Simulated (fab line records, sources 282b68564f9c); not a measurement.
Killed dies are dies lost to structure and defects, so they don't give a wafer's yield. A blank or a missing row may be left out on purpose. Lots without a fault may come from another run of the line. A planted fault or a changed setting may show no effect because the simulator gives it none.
fab line records | flow rit_cmos
record lots=6 wafers=18 last_day=6
route steps=202 shown GATE@77 FOX2@80 M1@202
lots that met no fault: from a run of the same line without faults
start_h: hours from the record's first day to the start of the lot's first wafer shown | wait_h: hours since the lot's step before | " the same as in the row above | L1.1+2: a row that stands for several wafers | - no value, or no start given | * or withheld: withheld | < > ~ a bound
route shown NAME@n: a module of which the file shows steps, and the number in the route of the first | usual: mean/standard deviation of fault-free wafers | same: alike in all rows | chamber/n: place in a boat | sites: the reading at each site | _std_site: their standard deviation | _edge_site: outer sites' mean less inner sites' | radius_mm: how far each site lies from the wafer's centre | mask NAME#n: copy n | behind: the tool/chamber that last shaped the wafer | hold: why the lot was held/for how many hours/how that ended | device: the transistor (n, p or np) that didn't switch | end of line: the same wafers' tests at the end of the route | a step without rows: its recipe alone | killed: dies lost to structure and defects at the first sort, not the wafer's yield | map: a wafer's dies, x killed, . not, _ none there
set.NAME: the setting as run; set.NAME@STEP: as run at that earlier step | model.NAME: the simulator's own value behind a step, which no gauge read
lots at some steps of the route; a table a step, a row a wafer
services: from which hour (start_h, from the record's first day; less than 0 if before it) a tool's chamber was out of use, for how many hours, and why
## steps
# step RIT_GATE_CLEAN_02
# recipe chemistry=dHF dilution=50:1 time_s=30
# step RIT_GATE_CLEAN_03
# recipe chemistry=SC2 mix=3:3:50 time_s=600 temp_c=75 dry=n2_spin
# step RIT_GATE_CLEAN_04
# recipe chemistry=dHF dilution=50:1 time_s=60 dry=n2_spin
# step RIT_FOX2_THK_MEAS_91
# recipe reads=SiO2_of_FOX2_OXIDATION_00
# usual FIELD_OXIDE_LEFT_2_THK=251/7.7
# columns lot.wafer tool chamber start_h wait_h FIELD_OXIDE_LEFT_2_THK[nm]
L763.2 film_metro-01 - 35.29 0.0 254
L763.3 " - " " 253
L763.6 " - " " 260
L764.3 film_metro-02 - 43.00 0.0 254
L764.5 " - " " 255
L764.6 " - " " 252
L773.3 film_metro-04 - 89.02 0.0 257
L773.4 " - " " 256
L773.6 " - " " 256
L779.2 film_metro-04 - 116.64 0.0 240
L779.4 " - " " 241
L779.6 " - " " 239
L780.1 film_metro-02 - 122.88 0.0 246
L780.2 " - " " 251
L780.3 " - " " 244
L781.3 film_metro-01 - 124.64 0.0 261
L781.4 " - " " 261
L781.6 " - " " 258
# step RIT_GATE_OXIDATION_05
# recipe temp_c=900 ambient=O2 target_thk_a=30 ox_time_s=270
# step RIT_GATE_ANNEAL_06
# recipe temp_c=900 time_s=600 ambient=N2O
# step RIT_GATE_THK_MEAS_07
# recipe reads=SiO2_of_GATE_OXIDATION_05
# usual GATE_OXIDE_THK=2.97/0.073
# columns lot.wafer tool chamber start_h wait_h GATE_OXIDE_THK[nm]
L763.2 film_metro-02 - 43.75 0.0 3.00
L763.3 " - " " 3.05
L763.6 " - " " 2.97
L764.3 film_metro-01 - 47.62 0.0 2.85
L764.5 " - " " 2.87
L764.6 " - " " 2.80
L773.3 film_metro-02 - 90.42 0.0 2.98
L773.4 " - " " 2.92
L773.6 " - " " 2.99
L779.2 film_metro-04 - 119.25 0.0 3.00
L779.4 " - " " 2.96
L779.6 " - " " 3.02
L780.1 film_metro-01 - 124.78 0.0 2.86
L780.2 " - " " 2.87
L780.3 " - " " 2.89
L781.3 film_metro-04 - 126.12 0.0 2.99
L781.4 " - " " 2.99
L781.6 " - " " 2.88
# step RIT_GATE_CVD_08
# recipe material=poly-Si target_thk_nm=250 temp_c=610 precursor=SiH4 time_s=2220 pressure_mtorr=300 sih4_flow_sccm=100
# step RIT_GATE_THK_MEAS_09
# recipe reads=poly-Si_of_GATE_CVD_08
# usual GATE_POLY_THK=248.8/1.9
# columns lot.wafer tool chamber start_h wait_h GATE_POLY_THK[nm]
L763.2 film_metro-01 - 46.10 0.0 250.1
L763.3 " - " " 250.3
L763.6 " - " " 250.6
L764.3 film_metro-01 - 49.30 0.0 246.0
L764.5 " - " " 246.8
L764.6 " - " " 245.7
L773.3 film_metro-02 - 92.10 0.0 251.1
L773.4 " - " " 252.0
L773.6 " - " " 251.9
L779.2 film_metro-01 - 120.93 0.0 251.6
L779.4 " - " " 249.6
L779.6 " - " " 250.5
L780.1 film_metro-01 - 126.45 0.0 246.4
L780.2 " - " " 246.0
L780.3 " - " " 249.0
L781.3 film_metro-01 - 130.42 0.0 251.4
L781.4 " - " " 251.3
L781.6 " - " " 251.9
# step RIT_GATE_HMDS_10
# recipe prime_time_s=60 prime_temp_c=140
# step RIT_GATE_COAT_11
# recipe resist=NOVOLAK spin_rpm=4250 resist_thk_nm=850
# step RIT_GATE_SOFTBAKE_12
# recipe resist=NOVOLAK temp_c=90 time_s=60
# step RIT_GATE_EXPOSE_13
# recipe mask_id=M6 na=0.6 source_shape=conventional sigma_outer=0.6 target_cd_nm=150 dose_mj=380
# usual exposure_dose_mJ_cm2=380.0/0.4 stage_vel_mm_s=500.01/0.28
# columns lot.wafer tool chamber start_h wait_h mask exposure_dose_mJ_cm2 stage_vel_mm_s
L763.2 iline_stepper-02 0 46.65 0.1 M6#0 379.7 499.54
L763.3 " 0 " " M6#0 380.1 499.77
L763.6 " 0 " " M6#0 379.6 499.46
L764.3 iline_stepper-01 0 49.95 0.2 M6#0 379.4 499.97
L764.5 " 0 " " M6#0 379.9 499.74
L764.6 " 0 " " M6#0 379.9 500.29
L773.3 iline_stepper-01 0 92.75 0.2 M6#0 379.8 500.02
L773.4 " 0 " " M6#0 380.1 499.85
L773.6 " 0 " " M6#0 380.2 500.06
L779.2 iline_stepper-01 0 121.50 0.2 M6#0 370.7 499.97
L779.4 " 0 " " M6#0 369.9 500.15
L779.6 " 0 " " M6#0 370.5 500.08
L780.1 iline_stepper-01 0 127.01 0.2 M6#0 363.3 499.62
L780.2 " 0 " " M6#0 363.6 500.27
L780.3 " 0 " " M6#0 363.1 499.51
L781.3 iline_stepper-02 0 131.08 0.2 M6#0 380.6 500.39
L781.4 " 0 " " M6#0 379.7 500.30
L781.6 " 0 " " M6#0 380.3 500.22
# step RIT_GATE_PEB_14
# recipe resist=NOVOLAK temp_c=withheld time_s=withheld
# step RIT_GATE_DEVELOP_15
# recipe resist=NOVOLAK develop_time_s=50 dev_temp_c=23
# step RIT_GATE_CD_MEAS_16
# recipe target_cd_nm=150
# usual cd_nm=148.7/2.9
# columns lot.wafer tool chamber start_h wait_h cd_nm
L763.2 cd_sem-01 - 47.05 - 146.6
L763.3 " - " " 147.3
L763.6 " - " " 147.7
L764.3 cd_sem-01 - 50.35 - 145.7
L764.5 " - " " 148.8
L764.6 " - " " 147.8
L773.3 cd_sem-01 - 93.15 - 147.9
L773.4 " - " " 148.1
L773.6 " - " " 148.3
L779.2 cd_sem-02 - 121.90 - 90.4
L779.4 " - " " 99.9
L779.6 " - " " 101.8
L780.1 cd_sem-02 - 127.52 - 139.0
L780.2 " - " " 52.5
L780.3 " - " " 128.0
L781.3 cd_sem-02 - 131.48 - 143.7
L781.4 " - " " 146.3
L781.6 " - " " 145.9
# step RIT_GATE_OVL_MEAS_17
# usual GATE_OVL=-1.2/1.5
# columns lot.wafer tool chamber start_h wait_h GATE_OVL[nm]
L763.2 overlay-01 - 47.16 0.1 0.0
L763.3 " - " " 0.0
L763.6 " - " " 1.6
L764.3 overlay-01 - 50.45 0.1 -1.6
L764.5 " - " " -0.9
L764.6 " - " " -1.4
L773.3 overlay-01 - 93.24 0.1 -3.9
L773.4 " - " " -2.3
L773.6 " - " " -3.0
L779.2 overlay-02 - 122.00 0.1 -2.7
L779.4 " - " " -0.9
L779.6 " - " " -3.4
L780.1 overlay-01 - 127.64 0.1 -3.4
L780.2 " - " " 0.8
L780.3 " - " " -2.6
L781.3 overlay-01 - 131.57 0.1 -1.1
L781.4 " - " " -0.8
L781.6 " - " " -1.5
# step RIT_GATE_HARDBAKE_18
# recipe resist=NOVOLAK temp_c=140 time_s=60
# step RIT_GATE_ETCH_19
# recipe chemistry=SF6/CHF3/O2 time_s=165 SF6_flow_sccm=30 CHF3_flow_sccm=30 O2_flow_sccm=5 target=poly-Si pressure_mtorr=40 rf_w=160 target_depth_a=3125 over_etch_frac=0.25 stop_on=SiO2
# usual drypump_motor_current_A=5.5/0.58 oes_product_au=0.845/0.012 throttle_valve_pct=10.24/0.16
# columns lot.wafer tool chamber start_h wait_h drypump_motor_current_A oes_product_au rf_hours_counter_h throttle_valve_pct model.GATE.cd_nm
L763.2 rie_si-02 3 47.41 0.1 5.1 0.833 158 10.48 146.7
L763.3 " 1 " " 5.2 0.843 16 10.02 147.2
L763.6 " 2 " " 5.4 0.848 - 10.42 147.9
L764.3 rie_si-01 1 50.62 0.1 4.6 0.838 2 10.27 145.6
L764.5 " 1 " " 4.6 0.844 - 10.27 148.5
L764.6 " 2 " " 6.0 0.849 - 10.10 147.4
L773.3 rie_si-02 1 93.61 0.1 5.2 0.845 17 10.05 147.8
L773.4 " 0 " " 6.4 0.856 - 10.03 148.6
L773.6 " 2 " " 5.4 0.852 - 10.40 148.1
L779.2 rie_si-02 0 122.27 0.1 6.4 0.858 64 10.04 90.58
L779.4 " 2 " " 5.4 0.846 94 10.39 99.73
L779.6 " 3 " " 5.1 0.846 - 10.49 101.9
L780.1 rie_si-01 3 127.83 0.1 5.2 0.817 1 10.37 138.9
L780.2 " 0 " " 6.1 0.859 0 10.29 52.74
L780.3 " 2 " " 6.0 0.861 100 10.09 -
L781.3 rie_si-02 1 131.74 0.1 5.2 0.843 17 10.01 143.7
L781.4 " 3 " " 5.1 0.846 0 10.49 146.5
L781.6 " 0 " " 6.4 0.851 - 10.03 146
# step RIT_GATE_STRIP_20
# recipe chemistry=O2 time_s=180 resist=NOVOLAK platen_temp_c=withheld power_w=500 pressure_mtorr=4000 o2_flow_sccm=4000
# usual drypump_motor_current_A=5.7/0.3 o2_flow_sccm=4000/12
# columns lot.wafer tool chamber start_h wait_h drypump_motor_current_A o2_flow_sccm rf_hours_counter_h
L763.2 plasma_asher-03 1 47.52 0.1 5.4 4000 42
L763.3 " 0 " " 5.8 3999 -
L763.6 " 1 " " 5.4 3990 -
L764.3 plasma_asher-03 1 50.79 0.1 5.3 4003 -
L764.5 " 1 " " 5.4 4007 -
L764.6 " 0 " " 5.8 4011 -
L773.3 plasma_asher-04 1 93.78 0.1 5.7 3998 -
L773.4 " 0 " " 5.3 3994 -
L773.6 " 0 " " 5.3 4012 -
L779.2 plasma_asher-01 1 122.38 0.1 5.6 4002 34
L779.4 " 0 " " 6.2 3992 -
L779.6 " 0 " " 6.2 4013 -
L780.1 plasma_asher-04 0 127.93 0.1 5.3 4024 1
L780.2 " 1 " " 5.7 3979 1
L780.3 " 0 " " 5.3 3996 -
L781.3 plasma_asher-04 1 131.91 0.1 5.7 4002 -
L781.4 " 0 " " 5.3 4014 -
L781.6 " 1 " " 5.7 4010 -
# step RIT_M1_PROBE_99
# usual killed_at_front_end=7/3.1 killed_dies=7/3.1 killed_on_rim=1.8/1.3 killed_open=3.3/2 killed_short=3.5/1.9
# same gross_dies=264 killed_at_M0_to_M3=0 killed_at_M4_up=0 killed_at_back_side=0 killed_at_contacts=0 killed_at_other=0
# columns lot.wafer tool chamber start_h wait_h killed_at_front_end killed_dies killed_on_rim killed_open killed_short
L763.2 prober-02 - 68.26 0.1 9 9 5 5 4
L763.3 prober-02 - 68.31 0.2 9 9 4 4 5
L763.6 prober-02 - 68.46 0.2 8 8 3 2 6
L764.3 prober-01 - 72.49 0.2 3 3 1 2 1
L764.5 prober-01 - 72.59 0.2 3 3 2 2 1
L764.6 prober-01 - 72.64 0.2 12 12 1 8 4
L779.2 prober-02 - 143.65 0.1 264 264 70 3 7
L779.4 prober-02 - 143.75 0.2 264 264 70 4 1
L779.6 prober-02 - 143.85 0.2 264 264 70 6 5
L780.1 prober-01 - 148.64 0.1 7 7 2 4 2
L780.2 prober-01 - 148.69 0.1 264 264 70 3 3
L780.3 prober-01 - 148.74 0.2 51 51 32 2 4
# killed by level:class
L763.2 FOX1:geometric_particle:short=2 GATE:geometric_particle:open=2 SPACER:geometric_particle:open=2 REOX:geometric_particle:open=1 REOX:geometric_particle:short=1 SPACER:geometric_particle:short=1
L763.3 GATE:geometric_particle:short=3 FOX2:geometric_particle:open=2 SPACER:geometric_particle:short=2 REOX:geometric_particle:open=1 SPACER:geometric_particle:open=1
L763.6 SPACER:geometric_particle:short=3 FOX1:geometric_particle:short=2 FOX1:geometric_particle:open=1 GATE:geometric_particle:short=1 SPACER:geometric_particle:open=1
L764.3 FOX1:geometric_particle:open=1 FOX2:geometric_particle:short=1 GATE:geometric_particle:open=1
L764.5 FOX1:geometric_particle:open=1 FOX1:geometric_particle:short=1 REOX:geometric_particle:open=1
L764.6 FOX1:geometric_particle:open=3 GATE:geometric_particle:open=2 GATE:geometric_particle:short=2 FOX2:geometric_particle:open=1 FOX2:geometric_particle:short=1 REOX:geometric_particle:open=1 SILICIDE:geometric_particle:short=1 SILICIDE:geometric_particle:open=1
L779.2 GATE:area_expose=253 GATE:geometric_particle:short=5 SPACER:geometric_particle:open=3 SPACER:geometric_particle:short=1 REOX:geometric_particle:short=1 PLDD:coat_microbubble_printed=1
L779.4 GATE:area_expose=259 REOX:geometric_particle:open=3 SPACER:geometric_particle:short=1 SPACER:geometric_particle:open=1
L779.6 GATE:area_expose=252 GATE:geometric_particle:short=2 SPACER:geometric_particle:short=2 SILICIDE:geometric_particle:open=2 FOX1:geometric_particle:open=1 FOX1:geometric_particle:short=1 GATE:geometric_particle:open=1 REOX:geometric_particle:open=1
L780.1 GATE:geometric_particle:open=2 FOX1:geometric_particle:short=1 REOX:geometric_particle:open=1 SPACER:geometric_particle:open=1 SILICIDE:geometric_particle:short=1 GATE:area_expose=1
L780.2 GATE:area_expose=258 FOX1:geometric_particle:short=1 FOX1:geometric_particle:open=1 GATE:geometric_particle:short=1 GATE:geometric_particle:open=1 SPACER:geometric_particle:open=1 SILICIDE:geometric_particle:short=1
L780.3 GATE:area_expose=45 GATE:geometric_particle:short=2 FOX1:geometric_particle:open=1 FOX2:geometric_particle:short=1 GATE:geometric_particle:open=1 SPACER:geometric_particle:short=1
# map L779.2 (x killed, . not)
________xxxxxxx_______
_____xxxxxxxxxxxxx____
____xxxxxxxxxxxxxxx___
___xxxxxxxxxxxxxxxxx__
__xxxxxxxxxxxxxxxxxxx_
__xxxxxxxxxxxxxxxxxxx_
_xxxxxxxxxxxxxxxxxxxxx
_xxxxxxxxxxxxxxxxxxxxx
_xxxxxxxxxxxxxxxxxxxxx
_xxxxxxxxxxxxxxxxxxxxx
__xxxxxxxxxxxxxxxxxxx_
__xxxxxxxxxxxxxxxxxxx_
___xxxxxxxxxxxxxxxxx__
____xxxxxxxxxxxxxxx___
_____xxxxxxxxxxxxx____
________xxxxxxx_______
# map L780.2 (x killed, . not)
________xxxxxxx_______
_____xxxxxxxxxxxxx____
____xxxxxxxxxxxxxxx___
___xxxxxxxxxxxxxxxxx__
__xxxxxxxxxxxxxxxxxxx_
__xxxxxxxxxxxxxxxxxxx_
_xxxxxxxxxxxxxxxxxxxxx
_xxxxxxxxxxxxxxxxxxxxx
_xxxxxxxxxxxxxxxxxxxxx
_xxxxxxxxxxxxxxxxxxxxx
__xxxxxxxxxxxxxxxxxxx_
__xxxxxxxxxxxxxxxxxxx_
___xxxxxxxxxxxxxxxxx__
____xxxxxxxxxxxxxxx___
_____xxxxxxxxxxxxx____
________xxxxxxx_______
## services
# columns tool chamber start_h hours kind
iline_stepper-01 - 24.70 0.9 repair
iline_stepper-01 - 31.11 7.6 repair
plasma_asher-01 - 39.76 1.2 repair
rie_si-02 - 45.84 0.2 repair
rie_si-01 3 54.15 - clean
rie_si-01 3 54.15 14.9 scheduled_down
rie_si-01 3 54.15 14.9 vent_cycle
plasma_asher-04 - 62.61 0.7 repair
iline_stepper-01 - 74.33 4.2 repair
rie_si-02 1 79.75 7.3 repair
rie_si-01 0 84.89 - clean
rie_si-01 0 84.89 18.5 scheduled_down
rie_si-02 3 90.35 8.8 repair
plasma_asher-04 - 91.79 1.4 repair
rie_si-02 3 99.19 - clean
rie_si-02 3 99.19 22.9 scheduled_down
rie_si-02 3 99.19 22.9 vent_cycle
plasma_asher-04 - 99.32 2.8 repair
iline_stepper-02 - 101.08 8.2 repair
plasma_asher-04 - 108.75 9.0 pm
plasma_asher-04 0 108.75 9.0 vent_cycle
plasma_asher-04 1 108.75 9.0 vent_cycle
plasma_asher-04 0 117.75 - clean
plasma_asher-04 1 117.75 - clean
## key
first_sign step=RIT_GATE_EXPOSE_13 reading=exposure_dose_mJ_cm2 direction=down sigmas=33 usual=380.0 struck=366.9
effect step=RIT_GATE_CD_MEAS_16 reading=cd_nm direction=down sigmas=16 usual=148.7 struck=101.9 through=control_loop
effect step=RIT_M1_PROBE_99 reading=killed_dies direction=up sigmas=58 usual=7 struck=186 wafers_moved=5
model_effect step=RIT_GATE_ETCH_19 value=GATE.cd_nm without=150.4 struck=96.77
more_kills_born_at RIT_GATE_EXPOSE_13@iline_stepper-01=1068
met_at RIT_GATE_EXPOSE_13
struck_wafers L779.2,L779.4,L779.6,L780.1,L780.2,L780.3
later_rows_left_out L779.2,L779.4,L779.6,L780.2
tester_left_out L779,L780
loop_trim step=RIT_GATE_EXPOSE_13 setting=dose lots=L779,L780
onset_between 92.75 121.50
fault kind=process_parameter_drift tool=iline_stepper-01 chamber=- onset_h=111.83 steps=RIT_GATE_EXPOSE_13 channel=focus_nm offset=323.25 spread_by_wafer=0.3 shape=step end_h=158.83
# tester_left_out: of these lots the tester's yield and bins aren't shown, on N5 and GAA mostly nor the transistor test; their killed dies are dies lost to structure and defects alone, not to doping, threshold or leakage, so they don't give the yield
# later_rows_left_out: the simulator's readings of these wafers behind a module that went badly wrong aren't trusted and aren't shown, but for the sort
# loop_trim: a control loop set the setting to another value than it would have without faults
